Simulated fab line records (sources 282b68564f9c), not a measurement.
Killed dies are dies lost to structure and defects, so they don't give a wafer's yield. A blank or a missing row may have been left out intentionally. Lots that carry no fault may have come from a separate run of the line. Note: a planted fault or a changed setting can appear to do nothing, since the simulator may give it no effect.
fab line records || flow ritCmos
[record] {"lots": 14, "wafers": 42, "lastDay": 7}
route steps=202 shown NWELL@36 M1@202
lots that met no fault: taken from a fault-free run of the same line
startH: the number of hours between the record's first day and the start of the first shown wafer of the lot || waitH: hours from the lot's prior step to this one || " the same as in the row above || L1.1+2: a single row standing in for several wafers || - either no value or no given start || * or withheld: withheld || < > ~ a bound
route shown NAME@n: a module of which the file shows steps, and the number in the route of the first || usual: mean and standard deviation over wafers with no fault || same: alike in all rows || chamber/n: place in a boat || sites: each site's reading || _std_site: standard deviation across them || _edge_site: mean of outer sites minus mean of inner sites || radiusMm: for every site, how far away it sits from the centre of the wafer || mask NAME#n: copy n || behind: the last tool/chamber to shape the wafer || hold: reason for holding the lot/hours on hold/outcome of the hold || device: the transistor (n, p or np) that didn't switch || end of line: the tests these same wafers got at the end of their route || a step without rows: its recipe alone || killed: not the wafer's yield, but the dies lost to structure and defects at the first sort || map: the dies of a wafer, with x for killed, . for not killed, _ for no die there
set.NAME: the setting as run; set.NAME@STEP: as run at that earlier step || model.NAME: the simulator's own value behind a step, which no gauge read
one table for each step of the route and one row for each wafer, over a sample of lots
services: a tool's chamber out of use, with start hour (startH, from the record's first day; less than 0 if before it), hours out, and reason
[[steps]]
[step RIT_NWELL_IMPLANT_08]
[recipe] {"species": "P", "energyKev": 168.3, "doseCm2": 5e+13, "tiltDeg": 7}
[usual] {"doseIonsCm2": "5e+13/5.3e+10"}
{"lot.wafer": "L260.2", "tool": "implanter-04", "chamber": 0, "startH": 20.58, "waitH": 0.2, "doseIonsCm2": 5.004e+13}
{"lot.wafer": "L260.4", "tool": "implanter-04", "chamber": 0, "startH": 20.58, "waitH": 0.2, "doseIonsCm2": 4.998e+13}
{"lot.wafer": "L260.5", "tool": "implanter-04", "chamber": 0, "startH": 20.58, "waitH": 0.2, "doseIonsCm2": 4.999e+13}
{"lot.wafer": "L262.1", "tool": "implanter-03", "chamber": 0, "startH": 31.86, "waitH": 0.2, "doseIonsCm2": 4.999e+13}
{"lot.wafer": "L262.4", "tool": "implanter-03", "chamber": 0, "startH": 31.86, "waitH": 0.2, "doseIonsCm2": 4.994e+13}
{"lot.wafer": "L262.6", "tool": "implanter-03", "chamber": 0, "startH": 31.86, "waitH": 0.2, "doseIonsCm2": 4.997e+13}
{"lot.wafer": "L263.1", "tool": "implanter-04", "chamber": 0, "startH": 35.72, "waitH": 0.2, "doseIonsCm2": 5e+13}
{"lot.wafer": "L263.4", "tool": "implanter-04", "chamber": 0, "startH": 35.72, "waitH": 0.2, "doseIonsCm2": 5.009e+13}
{"lot.wafer": "L263.6", "tool": "implanter-04", "chamber": 0, "startH": 35.72, "waitH": 0.2, "doseIonsCm2": 5.004e+13}
{"lot.wafer": "L264.2", "tool": "implanter-03", "chamber": 0, "startH": 41.99, "waitH": 0.2, "doseIonsCm2": 4.992e+13}
{"lot.wafer": "L264.3", "tool": "implanter-03", "chamber": 0, "startH": 41.99, "waitH": 0.2, "doseIonsCm2": 4.999e+13}
{"lot.wafer": "L264.4", "tool": "implanter-03", "chamber": 0, "startH": 41.99, "waitH": 0.2, "doseIonsCm2": 5.001e+13}
{"lot.wafer": "L266.1", "tool": "implanter-04", "chamber": 0, "startH": 51.11, "waitH": 0.2, "doseIonsCm2": 5e+13}
{"lot.wafer": "L266.2", "tool": "implanter-04", "chamber": 0, "startH": 51.11, "waitH": 0.2, "doseIonsCm2": 4.996e+13}
{"lot.wafer": "L266.3", "tool": "implanter-04", "chamber": 0, "startH": 51.11, "waitH": 0.2, "doseIonsCm2": 5.007e+13}
{"lot.wafer": "L268.1", "tool": "implanter-04", "chamber": 0, "startH": 63.22, "waitH": 0.2, "doseIonsCm2": 4.996e+13}
{"lot.wafer": "L268.2", "tool": "implanter-04", "chamber": 0, "startH": 63.22, "waitH": 0.2, "doseIonsCm2": 4.999e+13}
{"lot.wafer": "L268.6", "tool": "implanter-04", "chamber": 0, "startH": 63.22, "waitH": 0.2, "doseIonsCm2": 4.991e+13}
{"lot.wafer": "L272.2", "tool": "implanter-03", "chamber": 0, "startH": 80.65, "waitH": 0.2, "doseIonsCm2": 5.004e+13}
{"lot.wafer": "L272.4", "tool": "implanter-03", "chamber": 0, "startH": 80.65, "waitH": 0.2, "doseIonsCm2": 5.003e+13}
{"lot.wafer": "L272.5", "tool": "implanter-03", "chamber": 0, "startH": 80.65, "waitH": 0.2, "doseIonsCm2": 5e+13}
{"lot.wafer": "L272.2", "tool": "implanter-03", "chamber": 0, "startH": 80.97, "waitH": 0.3, "doseIonsCm2": 5.005e+13}
{"lot.wafer": "L272.4", "tool": "implanter-03", "chamber": 0, "startH": 80.97, "waitH": 0.3, "doseIonsCm2": 5.012e+13}
{"lot.wafer": "L272.5", "tool": "implanter-03", "chamber": 0, "startH": 80.97, "waitH": 0.3, "doseIonsCm2": 5.005e+13}
{"lot.wafer": "L274.1", "tool": "implanter-04", "chamber": 0, "startH": 92.22, "waitH": 0.2, "doseIonsCm2": 5.007e+13}
{"lot.wafer": "L274.2", "tool": "implanter-04", "chamber": 0, "startH": 92.22, "waitH": 0.2, "doseIonsCm2": 5e+13}
{"lot.wafer": "L274.3", "tool": "implanter-04", "chamber": 0, "startH": 92.22, "waitH": 0.2, "doseIonsCm2": 5.007e+13}
{"lot.wafer": "L276.1", "tool": "implanter-02", "chamber": 0, "startH": 100.67, "waitH": 0.2, "doseIonsCm2": 4.999e+13}
{"lot.wafer": "L276.2", "tool": "implanter-02", "chamber": 0, "startH": 100.67, "waitH": 0.2, "doseIonsCm2": 4.996e+13}
{"lot.wafer": "L276.4", "tool": "implanter-02", "chamber": 0, "startH": 100.67, "waitH": 0.2, "doseIonsCm2": 5.003e+13}
{"lot.wafer": "L276.1", "tool": "implanter-02", "chamber": 0, "startH": 100.99, "waitH": 0.3, "doseIonsCm2": 4.991e+13}
{"lot.wafer": "L276.2", "tool": "implanter-02", "chamber": 0, "startH": 100.99, "waitH": 0.3, "doseIonsCm2": 4.998e+13}
{"lot.wafer": "L276.4", "tool": "implanter-02", "chamber": 0, "startH": 100.99, "waitH": 0.3, "doseIonsCm2": 4.988e+13}
{"lot.wafer": "L279.1", "tool": "implanter-04", "chamber": 0, "startH": 116.55, "waitH": 0.2, "doseIonsCm2": 5.003e+13}
{"lot.wafer": "L279.2", "tool": "implanter-04", "chamber": 0, "startH": 116.55, "waitH": 0.2, "doseIonsCm2": 4.999e+13}
{"lot.wafer": "L279.4", "tool": "implanter-04", "chamber": 0, "startH": 116.55, "waitH": 0.2, "doseIonsCm2": 5.007e+13}
{"lot.wafer": "L280.2", "tool": "implanter-02", "chamber": 0, "startH": 121.36, "waitH": 0.2, "doseIonsCm2": 4.997e+13}
{"lot.wafer": "L280.5", "tool": "implanter-02", "chamber": 0, "startH": 121.36, "waitH": 0.2, "doseIonsCm2": 5.001e+13}
{"lot.wafer": "L280.6", "tool": "implanter-02", "chamber": 0, "startH": 121.36, "waitH": 0.2, "doseIonsCm2": 5e+13}
{"lot.wafer": "L281.2", "tool": "implanter-03", "chamber": 0, "startH": 125.57, "waitH": 0.2, "doseIonsCm2": 5.007e+13}
{"lot.wafer": "L281.4", "tool": "implanter-03", "chamber": 0, "startH": 125.57, "waitH": 0.2, "doseIonsCm2": 4.995e+13}
{"lot.wafer": "L281.5", "tool": "implanter-03", "chamber": 0, "startH": 125.57, "waitH": 0.2, "doseIonsCm2": 5.002e+13}
{"lot.wafer": "L282.1", "tool": "implanter-03", "chamber": 0, "startH": 130.61, "waitH": 0.2, "doseIonsCm2": 5.006e+13}
{"lot.wafer": "L282.5", "tool": "implanter-03", "chamber": 0, "startH": 130.61, "waitH": 0.2, "doseIonsCm2": 4.998e+13}
{"lot.wafer": "L282.6", "tool": "implanter-03", "chamber": 0, "startH": 130.61, "waitH": 0.2, "doseIonsCm2": 5.013e+13}
{"lot.wafer": "L283.2", "tool": "implanter-04", "chamber": 0, "startH": 135.51, "waitH": 0.2, "doseIonsCm2": 5.001e+13}
{"lot.wafer": "L283.3", "tool": "implanter-04", "chamber": 0, "startH": 135.51, "waitH": 0.2, "doseIonsCm2": 4.992e+13}
{"lot.wafer": "L283.4", "tool": "implanter-04", "chamber": 0, "startH": 135.51, "waitH": 0.2, "doseIonsCm2": 5.004e+13}
[step RIT_NWELL_TW_MEAS_10]
[usual] {"NWELL_TW": "2130/10"}
{"lot.wafer": "L260.2", "tool": "filmMetro-03", "chamber": "-", "startH": 20.89, "waitH": 0.1, "NWELL_TW": 2111}
{"lot.wafer": "L260.4", "tool": "filmMetro-03", "chamber": "-", "startH": 20.89, "waitH": 0.1, "NWELL_TW": 2130}
{"lot.wafer": "L260.5", "tool": "filmMetro-03", "chamber": "-", "startH": 20.89, "waitH": 0.1, "NWELL_TW": 2134}
{"lot.wafer": "L262.1", "tool": "filmMetro-04", "chamber": "-", "startH": 32.18, "waitH": 0.1, "NWELL_TW": 2129}
{"lot.wafer": "L262.4", "tool": "filmMetro-04", "chamber": "-", "startH": 32.18, "waitH": 0.1, "NWELL_TW": 2138}
{"lot.wafer": "L262.6", "tool": "filmMetro-04", "chamber": "-", "startH": 32.18, "waitH": 0.1, "NWELL_TW": 2127}
{"lot.wafer": "L263.1", "tool": "filmMetro-04", "chamber": "-", "startH": 36.05, "waitH": 0.1, "NWELL_TW": 2130}
{"lot.wafer": "L263.4", "tool": "filmMetro-04", "chamber": "-", "startH": 36.05, "waitH": 0.1, "NWELL_TW": 2117}
{"lot.wafer": "L263.6", "tool": "filmMetro-04", "chamber": "-", "startH": 36.05, "waitH": 0.1, "NWELL_TW": 2125}
{"lot.wafer": "L264.2", "tool": "filmMetro-04", "chamber": "-", "startH": 42.30, "waitH": 0.1, "NWELL_TW": 2140}
{"lot.wafer": "L264.3", "tool": "filmMetro-04", "chamber": "-", "startH": 42.30, "waitH": 0.1, "NWELL_TW": 2141}
{"lot.wafer": "L264.4", "tool": "filmMetro-04", "chamber": "-", "startH": 42.30, "waitH": 0.1, "NWELL_TW": 2119}
{"lot.wafer": "L266.1", "tool": "filmMetro-01", "chamber": "-", "startH": 51.43, "waitH": 0.1, "NWELL_TW": 2114}
{"lot.wafer": "L266.2", "tool": "filmMetro-01", "chamber": "-", "startH": 51.43, "waitH": 0.1, "NWELL_TW": 2122}
{"lot.wafer": "L266.3", "tool": "filmMetro-01", "chamber": "-", "startH": 51.43, "waitH": 0.1, "NWELL_TW": 2118}
{"lot.wafer": "L268.1", "tool": "filmMetro-04", "chamber": "-", "startH": 63.54, "waitH": 0.1, "NWELL_TW": 2145}
{"lot.wafer": "L268.2", "tool": "filmMetro-04", "chamber": "-", "startH": 63.54, "waitH": 0.1, "NWELL_TW": 2132}
{"lot.wafer": "L268.6", "tool": "filmMetro-04", "chamber": "-", "startH": 63.54, "waitH": 0.1, "NWELL_TW": 2133}
{"lot.wafer": "L272.2", "tool": "filmMetro-03", "chamber": "-", "startH": 81.28, "waitH": 0.1, "NWELL_TW": 2660}
{"lot.wafer": "L272.4", "tool": "filmMetro-03", "chamber": "-", "startH": 81.28, "waitH": 0.1, "NWELL_TW": 2658}
{"lot.wafer": "L272.5", "tool": "filmMetro-03", "chamber": "-", "startH": 81.28, "waitH": 0.1, "NWELL_TW": 2653}
{"lot.wafer": "L274.1", "tool": "filmMetro-01", "chamber": "-", "startH": 92.54, "waitH": 0.1, "NWELL_TW": 2134}
{"lot.wafer": "L274.2", "tool": "filmMetro-01", "chamber": "-", "startH": 92.54, "waitH": 0.1, "NWELL_TW": 2134}
{"lot.wafer": "L274.3", "tool": "filmMetro-01", "chamber": "-", "startH": 92.54, "waitH": 0.1, "NWELL_TW": 2135}
{"lot.wafer": "L276.1", "tool": "filmMetro-01", "chamber": "-", "startH": 101.31, "waitH": 0.1, "NWELL_TW": 2639}
{"lot.wafer": "L276.2", "tool": "filmMetro-01", "chamber": "-", "startH": 101.31, "waitH": 0.1, "NWELL_TW": 2635}
{"lot.wafer": "L276.4", "tool": "filmMetro-01", "chamber": "-", "startH": 101.31, "waitH": 0.1, "NWELL_TW": 2632}
{"lot.wafer": "L279.1", "tool": "filmMetro-01", "chamber": "-", "startH": 116.87, "waitH": 0.1, "NWELL_TW": 2127}
{"lot.wafer": "L279.2", "tool": "filmMetro-01", "chamber": "-", "startH": 116.87, "waitH": 0.1, "NWELL_TW": 2115}
{"lot.wafer": "L279.4", "tool": "filmMetro-01", "chamber": "-", "startH": 116.87, "waitH": 0.1, "NWELL_TW": 2121}
{"lot.wafer": "L280.2", "tool": "filmMetro-01", "chamber": "-", "startH": 121.67, "waitH": 0.1, "NWELL_TW": 2132}
{"lot.wafer": "L280.5", "tool": "filmMetro-01", "chamber": "-", "startH": 121.67, "waitH": 0.1, "NWELL_TW": 2125}
{"lot.wafer": "L280.6", "tool": "filmMetro-01", "chamber": "-", "startH": 121.67, "waitH": 0.1, "NWELL_TW": 2124}
{"lot.wafer": "L281.2", "tool": "filmMetro-04", "chamber": "-", "startH": 125.88, "waitH": 0.1, "NWELL_TW": 2131}
{"lot.wafer": "L281.4", "tool": "filmMetro-04", "chamber": "-", "startH": 125.88, "waitH": 0.1, "NWELL_TW": 2126}
{"lot.wafer": "L281.5", "tool": "filmMetro-04", "chamber": "-", "startH": 125.88, "waitH": 0.1, "NWELL_TW": 2125}
{"lot.wafer": "L282.1", "tool": "filmMetro-01", "chamber": "-", "startH": 130.94, "waitH": 0.1, "NWELL_TW": 2132}
{"lot.wafer": "L282.5", "tool": "filmMetro-01", "chamber": "-", "startH": 130.94, "waitH": 0.1, "NWELL_TW": 2124}
{"lot.wafer": "L282.6", "tool": "filmMetro-01", "chamber": "-", "startH": 130.94, "waitH": 0.1, "NWELL_TW": 2125}
{"lot.wafer": "L283.2", "tool": "filmMetro-01", "chamber": "-", "startH": 135.82, "waitH": 0.1, "NWELL_TW": 2129}
{"lot.wafer": "L283.3", "tool": "filmMetro-01", "chamber": "-", "startH": 135.82, "waitH": 0.1, "NWELL_TW": 2134}
{"lot.wafer": "L283.4", "tool": "filmMetro-01", "chamber": "-", "startH": 135.82, "waitH": 0.1, "NWELL_TW": 2123}
[step RIT_WELLDRIVE_RS_MEAS_01]
[recipe] {"thkMeasGauge": "four-point-probe"}
[usual] {"NWELL_RS": "275.8/0.85"}
{"lot.wafer": "L260.2", "tool": "filmMetro-01", "chamber": "-", "startH": 27.61, "waitH": 0.0, "NWELL_RS[ohm/sq]": 276.6}
{"lot.wafer": "L260.4", "tool": "filmMetro-01", "chamber": "-", "startH": 27.61, "waitH": 0.0, "NWELL_RS[ohm/sq]": 276.0}
{"lot.wafer": "L260.5", "tool": "filmMetro-01", "chamber": "-", "startH": 27.61, "waitH": 0.0, "NWELL_RS[ohm/sq]": 276.0}
{"lot.wafer": "L262.1", "tool": "filmMetro-01", "chamber": "-", "startH": 39.00, "waitH": 0.0, "NWELL_RS[ohm/sq]": 275.5}
{"lot.wafer": "L262.4", "tool": "filmMetro-01", "chamber": "-", "startH": 39.00, "waitH": 0.0, "NWELL_RS[ohm/sq]": 274.1}
{"lot.wafer": "L262.6", "tool": "filmMetro-01", "chamber": "-", "startH": 39.00, "waitH": 0.0, "NWELL_RS[ohm/sq]": 274.8}
{"lot.wafer": "L263.1", "tool": "filmMetro-04", "chamber": "-", "startH": 44.08, "waitH": 0.0, "NWELL_RS[ohm/sq]": 275.6}
{"lot.wafer": "L263.4", "tool": "filmMetro-04", "chamber": "-", "startH": 44.08, "waitH": 0.0, "NWELL_RS[ohm/sq]": 275.0}
{"lot.wafer": "L263.6", "tool": "filmMetro-04", "chamber": "-", "startH": 44.08, "waitH": 0.0, "NWELL_RS[ohm/sq]": 276.0}
{"lot.wafer": "L264.2", "tool": "filmMetro-03", "chamber": "-", "startH": 49.19, "waitH": 0.0, "NWELL_RS[ohm/sq]": 274.7}
{"lot.wafer": "L264.3", "tool": "filmMetro-03", "chamber": "-", "startH": 49.19, "waitH": 0.0, "NWELL_RS[ohm/sq]": 275.9}
{"lot.wafer": "L264.4", "tool": "filmMetro-03", "chamber": "-", "startH": 49.19, "waitH": 0.0, "NWELL_RS[ohm/sq]": 275.7}
{"lot.wafer": "L266.1", "tool": "filmMetro-01", "chamber": "-", "startH": 58.29, "waitH": 0.0, "NWELL_RS[ohm/sq]": 276.8}
{"lot.wafer": "L266.2", "tool": "filmMetro-01", "chamber": "-", "startH": 58.29, "waitH": 0.0, "NWELL_RS[ohm/sq]": 276.3}
{"lot.wafer": "L266.3", "tool": "filmMetro-01", "chamber": "-", "startH": 58.29, "waitH": 0.0, "NWELL_RS[ohm/sq]": 277.5}
{"lot.wafer": "L268.1", "tool": "filmMetro-01", "chamber": "-", "startH": 70.95, "waitH": 0.0, "NWELL_RS[ohm/sq]": 275.9}
{"lot.wafer": "L268.2", "tool": "filmMetro-01", "chamber": "-", "startH": 70.95, "waitH": 0.0, "NWELL_RS[ohm/sq]": 275.8}
{"lot.wafer": "L268.6", "tool": "filmMetro-01", "chamber": "-", "startH": 70.95, "waitH": 0.0, "NWELL_RS[ohm/sq]": 275.4}
{"lot.wafer": "L272.2", "tool": "filmMetro-01", "chamber": "-", "startH": 88.07, "waitH": 0.0, "NWELL_RS[ohm/sq]": 182.9}
{"lot.wafer": "L272.4", "tool": "filmMetro-01", "chamber": "-", "startH": 88.07, "waitH": 0.0, "NWELL_RS[ohm/sq]": 183.4}
{"lot.wafer": "L272.5", "tool": "filmMetro-01", "chamber": "-", "startH": 88.07, "waitH": 0.0, "NWELL_RS[ohm/sq]": 183.4}
{"lot.wafer": "L274.1", "tool": "filmMetro-01", "chamber": "-", "startH": 99.69, "waitH": 0.0, "NWELL_RS[ohm/sq]": 273.8}
{"lot.wafer": "L274.2", "tool": "filmMetro-01", "chamber": "-", "startH": 99.69, "waitH": 0.0, "NWELL_RS[ohm/sq]": 274.7}
{"lot.wafer": "L274.3", "tool": "filmMetro-01", "chamber": "-", "startH": 99.69, "waitH": 0.0, "NWELL_RS[ohm/sq]": 275.5}
{"lot.wafer": "L276.1", "tool": "filmMetro-04", "chamber": "-", "startH": 108.31, "waitH": 0.0, "NWELL_RS[ohm/sq]": 182.9}
{"lot.wafer": "L276.2", "tool": "filmMetro-04", "chamber": "-", "startH": 108.31, "waitH": 0.0, "NWELL_RS[ohm/sq]": 181.9}
{"lot.wafer": "L276.4", "tool": "filmMetro-04", "chamber": "-", "startH": 108.31, "waitH": 0.0, "NWELL_RS[ohm/sq]": 183.2}
{"lot.wafer": "L279.1", "tool": "filmMetro-01", "chamber": "-", "startH": 123.69, "waitH": 0.0, "NWELL_RS[ohm/sq]": 276.5}
{"lot.wafer": "L279.2", "tool": "filmMetro-01", "chamber": "-", "startH": 123.69, "waitH": 0.0, "NWELL_RS[ohm/sq]": 277.2}
{"lot.wafer": "L279.4", "tool": "filmMetro-01", "chamber": "-", "startH": 123.69, "waitH": 0.0, "NWELL_RS[ohm/sq]": 276.6}
{"lot.wafer": "L280.2", "tool": "filmMetro-01", "chamber": "-", "startH": 128.60, "waitH": 0.0, "NWELL_RS[ohm/sq]": 276.2}
{"lot.wafer": "L280.5", "tool": "filmMetro-01", "chamber": "-", "startH": 128.60, "waitH": 0.0, "NWELL_RS[ohm/sq]": 276.4}
{"lot.wafer": "L280.6", "tool": "filmMetro-01", "chamber": "-", "startH": 128.60, "waitH": 0.0, "NWELL_RS[ohm/sq]": 276.1}
{"lot.wafer": "L281.2", "tool": "filmMetro-01", "chamber": "-", "startH": 132.66, "waitH": 0.0, "NWELL_RS[ohm/sq]": 275.8}
{"lot.wafer": "L281.4", "tool": "filmMetro-01", "chamber": "-", "startH": 132.66, "waitH": 0.0, "NWELL_RS[ohm/sq]": 277.1}
{"lot.wafer": "L281.5", "tool": "filmMetro-01", "chamber": "-", "startH": 132.66, "waitH": 0.0, "NWELL_RS[ohm/sq]": 276.0}
{"lot.wafer": "L282.1", "tool": "filmMetro-04", "chamber": "-", "startH": 137.76, "waitH": 0.0, "NWELL_RS[ohm/sq]": 275.2}
{"lot.wafer": "L282.5", "tool": "filmMetro-04", "chamber": "-", "startH": 137.76, "waitH": 0.0, "NWELL_RS[ohm/sq]": 275.8}
{"lot.wafer": "L282.6", "tool": "filmMetro-04", "chamber": "-", "startH": 137.76, "waitH": 0.0, "NWELL_RS[ohm/sq]": 274.9}
{"lot.wafer": "L283.2", "tool": "filmMetro-01", "chamber": "-", "startH": 142.53, "waitH": 0.0, "NWELL_RS[ohm/sq]": 276.8}
{"lot.wafer": "L283.3", "tool": "filmMetro-01", "chamber": "-", "startH": 142.53, "waitH": 0.0, "NWELL_RS[ohm/sq]": 276.3}
{"lot.wafer": "L283.4", "tool": "filmMetro-01", "chamber": "-", "startH": 142.53, "waitH": 0.0, "NWELL_RS[ohm/sq]": 276.6}
[step RIT_M1_PROBE_99]
[usual] {"killedAtContacts": "0.1/0.27", "killedAtFrontEnd": "7.2/2.9", "killedDies": "7.3/2.9", "killedOpen": "3.6/1.9", "killedShort": "3.8/1.9"}
[same] {"grossDies": 264, "killed_at_M0_to_M3": 0, "killed_at_M4_up": 0, "killedAtBackSide": 0, "killedAtOther": 0}
{"lot.wafer": "L268.1", "tool": "prober-01", "chamber": "-", "startH": 100.99, "waitH": 0.1, "killedAtContacts": 0, "killedAtFrontEnd": 9, "killedDies": 9, "killedOpen": 3, "killedShort": 6}
{"lot.wafer": "L268.2", "tool": "prober-01", "chamber": "-", "startH": 101.04, "waitH": 0.1, "killedAtContacts": 0, "killedAtFrontEnd": 1, "killedDies": 1, "killedOpen": 1, "killedShort": 0}
{"lot.wafer": "L268.6", "tool": "prober-01", "chamber": "-", "startH": 101.24, "waitH": 0.2, "killedAtContacts": 0, "killedAtFrontEnd": 4, "killedDies": 4, "killedOpen": 2, "killedShort": 2}
{"lot.wafer": "L272.2", "tool": "prober-01", "chamber": "-", "startH": 118.42, "waitH": 0.1, "killedAtContacts": 0, "killedAtFrontEnd": 8, "killedDies": 8, "killedOpen": 2, "killedShort": 6}
{"lot.wafer": "L272.4", "tool": "prober-01", "chamber": "-", "startH": 118.52, "waitH": 0.2, "killedAtContacts": 0, "killedAtFrontEnd": 3, "killedDies": 3, "killedOpen": 1, "killedShort": 2}
{"lot.wafer": "L272.5", "tool": "prober-01", "chamber": "-", "startH": 118.57, "waitH": 0.2, "killedAtContacts": 0, "killedAtFrontEnd": 4, "killedDies": 4, "killedOpen": 3, "killedShort": 1}
{"lot.wafer": "L276.1", "tool": "prober-01", "chamber": "-", "startH": 139.43, "waitH": 0.1, "killedAtContacts": 0, "killedAtFrontEnd": 7, "killedDies": 7, "killedOpen": 3, "killedShort": 4}
{"lot.wafer": "L276.2", "tool": "prober-01", "chamber": "-", "startH": 139.48, "waitH": 0.1, "killedAtContacts": 0, "killedAtFrontEnd": 8, "killedDies": 8, "killedOpen": 2, "killedShort": 6}
{"lot.wafer": "L276.4", "tool": "prober-01", "chamber": "-", "startH": 139.58, "waitH": 0.2, "killedAtContacts": 0, "killedAtFrontEnd": 9, "killedDies": 9, "killedOpen": 3, "killedShort": 6}
// killed by level:class
L268.1 FOX2:geometricParticle:short=2 GATE:geometricParticle:open=2 REOX:geometricParticle:short=2 FOX2:geometricParticle:open=1 SPACER:geometricParticle:short=1 SILICIDE:geometricParticle:short=1
L268.2 FOX2:geometricParticle:open=1
L268.6 GATE:geometricParticle:open=2 SPACER:geometricParticle:short=2
L272.2 GATE:geometricParticle:short=5 FOX2:geometricParticle:open=1 FOX2:geometricParticle:short=1 REOX:geometricParticle:open=1
L272.4 GATE:geometricParticle:short=1 GATE:geometricParticle:open=1 REOX:geometricParticle:short=1
L272.5 GATE:geometricParticle:open=2 FOX1:geometricParticle:open=1 SILICIDE:geometricParticle:short=1
L276.1 GATE:geometricParticle:short=2 ACTIVE:geometricParticle:short=1 GATE:geometricParticle:open=1 REOX:geometricParticle:open=1 REOX:geometricParticle:short=1 SPACER:geometricParticle:open=1
L276.2 GATE:geometricParticle:short=3 FOX1:geometricParticle:short=1 GATE:geometricParticle:open=1 SPACER:geometricParticle:short=1 SPACER:geometricParticle:open=1 SILICIDE:geometricParticle:short=1
L276.4 GATE:geometricParticle:open=2 GATE:geometricParticle:short=2 REOX:geometricParticle:short=2 FOX1:geometricParticle:short=1 REOX:geometricParticle:open=1 SPACER:geometricParticle:short=1
[[services]]
{"tool": "implanter-02", "chamber": "-", "startH": 4.79, "hours": 1.0, "kind": "repair"}
{"tool": "implanter-03", "chamber": "-", "startH": 26.50, "hours": 4.9, "kind": "repair"}
{"tool": "implanter-04", "chamber": "-", "startH": 70.29, "hours": 3.6, "kind": "pm"}
{"tool": "implanter-04", "chamber": "-", "startH": 105.84, "hours": 5.2, "kind": "repair"}
[[key]]
[firstSign] {"step": "RIT_NWELL_IMPLANT_08", "reading": "visit", "direction": "added"}
[effect] {"step": "RIT_NWELL_TW_MEAS_10", "reading": "NWELL_TW", "direction": "up", "sigmas": 50, "usual": 2130, "struck": 2646}
[effect] {"step": "RIT_WELLDRIVE_RS_MEAS_01", "reading": "NWELL_RS", "direction": "down", "sigmas": "99+", "usual": 275.8, "struck": 183.0}
metAt RIT_NWELL_IMPLANT_08
struckLots L272,L276
testerLeftOut L272,L276
[fault] {"kind": "repeatedStepWhole", "tool": "implanter-02,implanter-03,implanter-04", "chamber": "-", "onsetH": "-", "steps": "RIT_NWELL_IMPLANT_08", "times": 1, "scope": "struckLotsOnly"}
// testerLeftOut: of these lots the tester's yield and bins aren't shown, on N5 and GAA mostly nor the transistor test; their killed dies are dies lost to structure and defects alone, not to doping, threshold or leakage, so they don't give the yield
